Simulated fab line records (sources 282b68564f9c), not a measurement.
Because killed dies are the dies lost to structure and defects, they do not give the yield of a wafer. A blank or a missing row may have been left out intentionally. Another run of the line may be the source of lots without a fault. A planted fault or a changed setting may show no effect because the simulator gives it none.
Which tool was responsible? / flow rit_cmos / Sampling: 14 lots, 42 wafers, 4 of 202 route steps

== WHAT EACH GAUGE READ, for each wafer ==
RIT_ACTIVE_THK_MEAS_02. Usual: ACTIVE_OXIDE_THK typically reads 46.6 nm, with standard deviation 0.79.
lot=L807; measured=day 1 12:04; on=film_metro-01; ACTIVE_OXIDE_THK (nm)=46.7 46.3 46.8; flag=
lot=L808; measured=day 1 17:04; on=film_metro-04; ACTIVE_OXIDE_THK (nm)=46.1 45.8 45.8; flag=
lot=L809; measured=day 1 22:04; on=film_metro-01; ACTIVE_OXIDE_THK (nm)=46.4 47.3 47.3; flag=
lot=L810; measured=day 2 03:03; on=film_metro-04; ACTIVE_OXIDE_THK (nm)=45.8 47.3 46.9; flag=
lot=L811; measured=day 2 08:03; on=film_metro-01; ACTIVE_OXIDE_THK (nm)=47.9 48.3 47.3; flag=
lot=L812; measured=day 2 13:03; on=film_metro-04; ACTIVE_OXIDE_THK (nm)=47.9 48.0 47.4; flag=
lot=L813; measured=day 2 18:03; on=film_metro-04; ACTIVE_OXIDE_THK (nm)=46.7 46.7 46.1; flag=
lot=L814; measured=day 2 23:04; on=film_metro-01; ACTIVE_OXIDE_THK (nm)=46.5 46.7 46.9; flag=
lot=L819; measured=day 4 00:03; on=film_metro-04; ACTIVE_OXIDE_THK (nm)=45.5 45.4 44.5; flag=
lot=L821; measured=day 4 10:03; on=film_metro-03; ACTIVE_OXIDE_THK (nm)=45.9 46.9 46.4; flag=
lot=L822; measured=day 4 15:03; on=film_metro-04; ACTIVE_OXIDE_THK (nm)=46.3 46.9 46.3; flag=
lot=L823; measured=day 4 20:05; on=film_metro-01; ACTIVE_OXIDE_THK (nm)=44.7 44.3 45.2; flag=
lot=L826; measured=day 5 11:04; on=film_metro-01; ACTIVE_OXIDE_THK (nm)=47.2 47.0 47.5; flag=
lot=L829; measured=day 6 02:03; on=film_metro-01; ACTIVE_OXIDE_THK (nm)=46.9 46.2 46.7; flag=

RIT_ACTIVE_CD_MEAS_11: target cd 1400 nm. Usual: cd_nm 1400.3 nm, standard deviation 1.7.
lot=L807; measured=day 1 14:40; on=cd_sem-02; cd_nm (nm)=1403.8 1402.1 1402.5; flag=
lot=L808; measured=day 1 19:28; on=cd_sem-02; cd_nm (nm)=1401.4 1397.7 1398.3; flag=
lot=L809; measured=day 2 00:28; on=cd_sem-02; cd_nm (nm)=1398.0 1398.3 1395.7; flag=
lot=L810; measured=day 2 05:26; on=cd_sem-02; cd_nm (nm)=1400.7 1400.4 1399.6; flag=
lot=L811; measured=day 2 10:26; on=cd_sem-02; cd_nm (nm)=1400.8 1400.8 1400.4; flag=
lot=L812; measured=day 2 15:26; on=cd_sem-01; cd_nm (nm)=1399.1 1400.1 1399.4; flag=
lot=L813; measured=day 2 20:34; on=cd_sem-01; cd_nm (nm)=1402.0 1402.9 1400.8; flag=
lot=L814; measured=day 3 01:36; on=cd_sem-01; cd_nm (nm)=1389.7 1392.1 1390.3; flag=OFF
lot=L819; measured=day 4 02:34; on=cd_sem-01; cd_nm (nm)=1392.5 1392.8 1392.4; flag=OFF
lot=L821; measured=day 4 12:35; on=cd_sem-02; cd_nm (nm)=1396.7 1398.4 1397.0; flag=
lot=L822; measured=day 4 18:19; on=cd_sem-01; cd_nm (nm)=1403.6 1400.5 1401.8; flag=
lot=L823; measured=day 4 23:20; on=cd_sem-01; cd_nm (nm)=1403.0 1403.0 1403.5; flag=
lot=L826; measured=day 5 13:29; on=cd_sem-02; cd_nm (nm)=1400.4 1400.1 1402.1; flag=
lot=L829; measured=day 6 04:26; on=cd_sem-01; cd_nm (nm)=1402.1 1401.9 1401.0; flag=

RIT_CONTACT_OVL_MEAS_09. Usual: CONTACT_OVL typically reads -0.2 nm, with standard deviation 1.4.
lot=L807; measured=day 3 04:01; on=overlay-02; CONTACT_OVL (nm)=-0.3 1.2 2.4; flag=
lot=L808; measured=day 3 09:22; on=overlay-02; CONTACT_OVL (nm)=-0.2 -0.1 -1.5; flag=
lot=L809; measured=day 3 14:04; on=overlay-01; CONTACT_OVL (nm)=-1.5 -1.9 -1.8; flag=
lot=L810; measured=day 3 18:50; on=overlay-01; CONTACT_OVL (nm)=-0.1 0.7 -0.5; flag=
lot=L811; measured=day 3 22:48; on=overlay-01; CONTACT_OVL (nm)=-1.9 -1.3 -1.4; flag=
lot=L812; measured=day 4 05:36; on=overlay-02; CONTACT_OVL (nm)=1.2 0.4 -0.5; flag=
lot=L813; measured=day 4 09:06; on=overlay-02; CONTACT_OVL (nm)=-1.1 -1.8 -2.2; flag=
lot=L814; measured=day 4 15:37; on=overlay-02; CONTACT_OVL (nm)=0.1 0.7 0.9; flag=
lot=L819; measured=day 5 17:50; on=overlay-02; CONTACT_OVL (nm)=1.4 1.3 1.8; flag=
lot=L821; measured=day 6 03:41; on=overlay-02; CONTACT_OVL (nm)=-1.5 -0.3 -1.0; flag=
lot=L822; measured=day 6 10:56; on=overlay-01; CONTACT_OVL (nm)=0.6 0.0 0.4; flag=
lot=L823; measured=day 6 12:54; on=overlay-01; CONTACT_OVL (nm)=-1.1 -1.4 -1.4; flag=
lot=L826; measured=day 7 03:59; on=overlay-01; CONTACT_OVL (nm)=0.7 -0.4 1.7; flag=
lot=L829; measured=day 7 19:52; on=overlay-01; CONTACT_OVL (nm)=0.4 -1.4 -0.7; flag=

== WHAT TOOL EACH LOT RAN ON (gives the tool, then ch and the chambers of the sampled wafers, and finally the start) ==
lot=L807; RIT_ACTIVE_DEVELOP_10=litho_track-01 ch 0, day 1 14:00
lot=L808; RIT_ACTIVE_DEVELOP_10=litho_track-04 ch 0, day 1 19:00
lot=L809; RIT_ACTIVE_DEVELOP_10=litho_track-01 ch 0, day 2 00:00
lot=L810; RIT_ACTIVE_DEVELOP_10=litho_track-01 ch 0, day 2 05:00
lot=L811; RIT_ACTIVE_DEVELOP_10=litho_track-02 ch 0, day 2 10:00
lot=L812; RIT_ACTIVE_DEVELOP_10=litho_track-02 ch 0, day 2 15:00
lot=L813; RIT_ACTIVE_DEVELOP_10=litho_track-04 ch 0, day 2 20:00
lot=L814; RIT_ACTIVE_DEVELOP_10=litho_track-02 ch 0, day 3 01:00
lot=L819; RIT_ACTIVE_DEVELOP_10=litho_track-02 ch 0, day 4 02:00
lot=L821; RIT_ACTIVE_DEVELOP_10=litho_track-04 ch 0, day 4 12:00
lot=L822; RIT_ACTIVE_DEVELOP_10=litho_track-04 ch 0, day 4 18:00
lot=L823; RIT_ACTIVE_DEVELOP_10=litho_track-01 ch 0, day 4 23:00
lot=L826; RIT_ACTIVE_DEVELOP_10=litho_track-01 ch 0, day 5 13:00
lot=L829; RIT_ACTIVE_DEVELOP_10=litho_track-04 ch 0, day 6 04:00
- RIT_ACTIVE_DEVELOP_10: develop time 50 s.

== AS READ BY THE TOOLS THEMSELVES (means over the sampled wafers that have a number; for cases with no such wafer, the mark the record gives instead) ==
RIT_ACTIVE_DEVELOP_10. Usual: developer_temp_C 23.00 C, standard deviation 0.11.
lot=L807; tool=litho_track-01; developer_temp_C (C)=23.00; flag=
lot=L808; tool=litho_track-04; developer_temp_C (C)=22.98; flag=
lot=L809; tool=litho_track-01; developer_temp_C (C)=23.00; flag=
lot=L810; tool=litho_track-01; developer_temp_C (C)=23.01; flag=
lot=L811; tool=litho_track-02; developer_temp_C (C)=22.88; flag=
lot=L812; tool=litho_track-02; developer_temp_C (C)=22.91; flag=
lot=L813; tool=litho_track-04; developer_temp_C (C)=23.08; flag=
lot=L814; tool=litho_track-02; developer_temp_C (C)=20.72; flag=OFF
lot=L819; tool=litho_track-02; developer_temp_C (C)=20.91; flag=OFF
lot=L821; tool=litho_track-04; developer_temp_C (C)=23.16; flag=
lot=L822; tool=litho_track-04; developer_temp_C (C)=22.87; flag=
lot=L823; tool=litho_track-01; developer_temp_C (C)=22.98; flag=
lot=L826; tool=litho_track-01; developer_temp_C (C)=22.89; flag=
lot=L829; tool=litho_track-04; developer_temp_C (C)=23.07; flag=

== THE ANSWER, worked out from the rows above alone ==
Rule: lot off if the mean of its wafers having a number is beyond 3 standard deviations from the usual mean. Also off: a lot with no number at a reading for which 4 or more lots have one. Any other lot the step has rows for is counted as sound. After the gauges, taken in route order, come the tools' own readings; for these a lot's mean is taken, as printed above. The first step at which some lot is off is used, and at that step the reading that is off furthest; a lot without a number counts as furthest.
Off, at RIT_ACTIVE_CD_MEAS_11 on cd_nm: L814, L819.
If a tool, at a process step before that reading, ran all the lots that are off and no sound lot after the first of them, it fits. Not tried: the gauges at RIT_ACTIVE_CD_MEAS_11; whatever is off there is also off at RIT_ACTIVE_DEVELOP_10, on other tools, and gauge error can't account for it. One candidate fits, namely litho_track-02 at RIT_ACTIVE_DEVELOP_10. Its last sound lot is L812 (day 2 15:00), its first lot that is off L814 (day 3 01:00): a fault that began between those two fits.
On the lots that are off, the tool's own readings at RIT_ACTIVE_DEVELOP_10 differ by more than 5 times the standard deviation of the sound lots' means, which bears it out; developer_temp_C reads 20.81 C there versus 22.99 C on the sound lots.

== WHAT WAS PUT IN BY THE SIMULATOR ==
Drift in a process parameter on litho_track-02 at RIT_ACTIVE_DEVELOP_10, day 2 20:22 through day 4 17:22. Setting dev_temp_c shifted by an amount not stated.
Lots struck among those shown: L814, L819. The rule above found the same.
